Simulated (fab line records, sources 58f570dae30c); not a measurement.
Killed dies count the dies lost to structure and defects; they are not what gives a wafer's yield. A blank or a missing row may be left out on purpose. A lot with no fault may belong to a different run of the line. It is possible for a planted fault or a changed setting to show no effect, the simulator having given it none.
Comparing a struck lot with a sound one || flow berkeleyCmos170 || 14 out of 331 route steps
Sound: the wafers L878.1, L878.3, L878.5. Wafers struck: L874.2, L874.3, L874.4. Last of all comes the cause.
Per side, at each step with rows, come the tool, then ch with its chambers, and then its first start. Under that, the readings that differ: sound wafers || struck wafers || difference of the means || sigmas: that difference in standard deviations of wafers without a fault.
alike: readings whose means differ by less than 2 such deviations, and words and numbers that are the same on both sides. not compared: withheld readings, readings that some wafer has no value for, bounds like >300 that may hide the same value, and numbers for which the record gives no deviation and whose values overlap.
A row with sigmas, a row that says differs or no value, or rows on one side alone: a step with any of these is where the two part. Numbers that have no deviation but don't overlap get no sigmas and don't part them. Lack of a reading on every wafer of one side parts them only where that side has two or more wafers.

first, 3 steps without rows for these wafers: UCB170_NVT_EXPOSE_03 (exposes mask PWELL, target cd 3000 nm); UCB170_NVT_PEB_04; UCB170_NVT_DEVELOP_05 (develop time 45 s).
UCB170_NVT_OVL_MEAS_06:
  struck on overlay-01, day 8 14:39; sound on overlay-02, day 9 04:56
  alike: NVT_OVL
then, 1 step without rows for these wafers: UCB170_NVT_IMPLANT_07.
UCB170_NVT_STRIP_08: strips in O2.
  sound on plasmaAsher-04 ch 0,1, day 9 05:07; struck on plasmaAsher-03 ch 0,1, day 8 14:50
  alike: drypumpMotorCurrentA, oesProductAu, stripTimeToEndpointS
  not compared: rfHoursCounterH
UCB170_NVT_TW_MEAS_09:
  struck on filmMetro-04, day 8 14:56; sound on filmMetro-01, day 9 05:13
  alike: NVT_TW
then, 5 steps without rows for these wafers: UCB170_NVT_CLEAN_10 (cleans in SPM, time 600 s); UCB170_PVT_HMDS_00 (prime time 60 s); UCB170_PVT_COAT_01 (resist thk 900 nm); UCB170_PVT_SOFTBAKE_02 (time 60 s); UCB170_PVT_EXPOSE_03 (exposes mask NWELL, target cd 3000 nm).
UCB170_PVT_PEB_04:
  struck on lithoTrack-02, day 8 19:17; sound on lithoTrack-02 ch 0, day 9 07:13
  no value came back on the struck wafers for chillPlateTempC (C), exhaustPa (Pa); on the sound wafers chillPlateTempC (C) reads 23.09 22.98 23.16
then, 1 step without rows for these wafers: UCB170_PVT_DEVELOP_05 (develop time 45 s).

WHERE THEY PART
Only at UCB170_PVT_PEB_04, within this record.

WHY: the cause the simulator had injected
Beginning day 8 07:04, the whole step at UCB170_PVT_PEB_04 was skipped on lithoTrack-02. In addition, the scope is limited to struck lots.
